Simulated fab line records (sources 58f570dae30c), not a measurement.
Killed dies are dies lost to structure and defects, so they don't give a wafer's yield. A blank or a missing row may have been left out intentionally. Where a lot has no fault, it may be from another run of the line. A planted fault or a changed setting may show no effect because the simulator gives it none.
Chamber matching -- flow berkeley cmos170 -- rie diel-01 running UCB170_GATE_ETCH_14: 4 sister chambers
The step etches BARC in N2/H2. 16 wafers are shown with their chamber, then 8 later ones without.

== WAFERS WITH THEIR CHAMBER ==
wafer,chamber,throttle valve pct (%),drypump motor current A (A),oes product au (a.u.)
L074.2,0,13.52,6.0,0.977
L074.4,1,13.15,6.2,1.018
L074.6,3,13.49,5.8,1.019
L077.2,0,13.52,6.0,0.982
L077.3,1,13.16,6.3,1.015
L077.5,1,13.15,6.3,1.014
L080.1,1,13.15,6.2,1.027
L080.2,3,13.49,5.8,1.023
L080.3,0,13.51,6.0,0.991
L083.2,1,13.14,6.3,1.019
L083.4,2,13.15,6.3,0.976
L083.6,3,13.48,5.8,1.020
L084.4,0,13.51,6.0,0.986
L084.5,0,13.52,6.0,0.985
L084.6,3,13.49,5.8,1.020
L091.2,0,13.53,6.0,1.000

SIGNATURES (averages over the wafers above)
reading,chamber 0,chamber 1,chamber 2,chamber 3,scatter within a chamber
throttle valve pct,13.5183,13.1500,13.1500,13.4875,0.00682
drypump motor current A,6.000,6.260,6.300,5.800,0.0316
oes product au,0.98683,1.01860,0.97600,1.02050,0.00598
Rule: for each reading, subtract the chamber's mean from the wafer's reading, divide by that reading's scatter and square the result; add these up over the readings and take the root, which gives the wafer's distance from the chamber. The wafer belongs to the nearest chamber; if the next one is less than 2 further off, it can't be placed. The scatter: take each reading less its chamber's mean, square it, sum over the shown wafers, divide by the number of wafers less the number of chambers, and take the root.

== WAFERS WITHOUT THEIR CHAMBER ==
wafer,throttle valve pct (%),drypump motor current A (A),oes product au (a.u.)
L091.4,13.16,6.3,0.973
L091.6,13.46,5.8,1.015
L092.1,13.52,6.0,0.996
L092.4,13.47,5.8,1.022
L092.5,13.14,6.2,1.040
L093.2,13.17,6.3,0.971
L093.3,13.52,6.0,0.985
L093.6,13.13,6.3,1.028

== WHICH CHAMBER EACH ONE RAN IN ==
wafer,from the rows above,in truth
L091.4,2,2
L091.6,3,3
L092.1,0,0
L092.4,3,3
L092.5,1,1
L093.2,2,2
L093.3,0,0
L093.6,1,1
8 of 8 placed correctly. Can't be placed from these rows: 0. Number placed wrongly: 0.
